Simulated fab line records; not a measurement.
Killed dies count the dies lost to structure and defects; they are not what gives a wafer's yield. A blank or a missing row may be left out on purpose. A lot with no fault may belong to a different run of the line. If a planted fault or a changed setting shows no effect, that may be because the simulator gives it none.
Shared-tool check | flow ritCmos | Lots sampled 15, wafers sampled 45

REASON FOR OPENING
3 of 15 lots carry a flag on the reading REOX_OXIDE_THK at RIT_REOX_THK_MEAS_04. Wafers without a fault read 25.4 nm, standard deviation 0.52.
Rule: a lot is flagged when every wafer of it that has a number lies more than 4 standard deviations from that mean, or none has a number. The other lots count as sound.

lot  | measured    | on           | REOX_OXIDE_THK (nm), wafer by wafer | flag
L678 | day 2 20:19 | filmMetro-03 | 24.8 24.9 24.6                      | 
L679 | day 2 23:07 | filmMetro-03 | 26.4 26.5 26.4                      | 
L681 | day 3 08:24 | filmMetro-04 | 25.5 25.4 26.1                      | 
L683 | day 3 19:01 | filmMetro-04 | 25.7 25.7 25.5                      | 
L682 | day 3 20:16 | filmMetro-01 | 40.5 40.1 39.9                      | FLAGGED
L685 | day 4 05:10 | filmMetro-01 | 25.1 25.5 25.1                      | 
L687 | day 4 20:19 | filmMetro-03 | 41.8 41.9 41.1                      | FLAGGED
L691 | day 5 11:49 | filmMetro-04 | 25.5 25.2 25.3                      | 
L690 | day 5 14:21 | filmMetro-03 | 40.6 41.0 40.5                      | FLAGGED
L693 | day 5 21:40 | filmMetro-01 | 25.2 25.4 25.7                      | 
L694 | day 6 01:31 | filmMetro-01 | 25.3 25.3 25.5                      | 
L696 | day 6 16:46 | filmMetro-01 | 24.9 25.4 25.2                      | 
L699 | day 7 06:28 | filmMetro-04 | 25.4 25.0 25.3                      | 
L700 | day 7 16:12 | filmMetro-01 | 25.3 24.9 25.2                      | 
L701 | day 8 04:01 | filmMetro-03 | 25.1 25.1 25.3                      | 
On average the flagged lots' numbers are 40.8 nm, which is +15.4 nm against the usual, or +30 standard deviations.

LOT BY LOT: THE TOOL USED
The record keeps 1 process step preceding the reading, out of 202 steps on the route. Cell contents, in order: the tool; ch with the chambers the sampled wafers went through; the start.
lot  | flag    | RIT_REOX_OXIDATION_03
L678 |         | furnace-04 ch 0, day 2 17:46
L679 |         | furnace-03 ch 0, day 2 20:34
L681 |         | furnace-03 ch 0, day 3 05:50
L683 |         | furnace-04 ch 0, day 3 16:28
L682 | FLAGGED | furnace-03 ch 0, day 3 14:05
L685 |         | furnace-03 ch 0, day 4 02:36
L687 | FLAGGED | furnace-01 ch 0, day 4 15:03
L691 |         | furnace-03 ch 0, day 5 09:15
L690 | FLAGGED | furnace-04 ch 0, day 5 08:35 and furnace-03 ch 0, day 5 11:48
L693 |         | furnace-01 ch 0, day 5 19:07
L694 |         | furnace-01 ch 0, day 5 22:58
L696 |         | furnace-01 ch 0, day 6 14:13
L699 |         | furnace-03 ch 0, day 7 03:54
L700 |         | furnace-03 ch 0, day 7 13:39
L701 |         | furnace-03 ch 0, day 8 01:28
What these steps do:
- RIT_REOX_OXIDATION_03: target thk 25.2 nm, ox time 5580 s.
- RIT_REOX_THK_MEAS_04

FLAGGED AGAINST TOTAL, ONE TOOL AT A TIME (gauges that did the reading follow at the end)
step                  | tool         | lots run | flagged | share of the flagged lots | sound lots run after its first flagged lot
RIT_REOX_OXIDATION_03 | furnace-01   | 4        | 1       | some                      | 3 (L693,L694,L696)
RIT_REOX_OXIDATION_03 | furnace-03   | 9        | 2       | some                      | 5 (L685,L691,L699,L700,L701)
RIT_REOX_OXIDATION_03 | furnace-04   | 3        | 1       | some                      | 0
RIT_REOX_THK_MEAS_04  | filmMetro-01 | 6        | 1       | some                      | 5 (L685,L693,L694,L696,L700)
RIT_REOX_THK_MEAS_04  | filmMetro-03 | 5        | 2       | some                      | 1 (L701)
RIT_REOX_THK_MEAS_04  | filmMetro-04 | 4        | 0       | none                      | -

WHAT IS ALLOWED BY THE TABLE
No row of the table ran every flagged lot.

WHAT HAD BEEN PUT IN BY THE SIMULATOR
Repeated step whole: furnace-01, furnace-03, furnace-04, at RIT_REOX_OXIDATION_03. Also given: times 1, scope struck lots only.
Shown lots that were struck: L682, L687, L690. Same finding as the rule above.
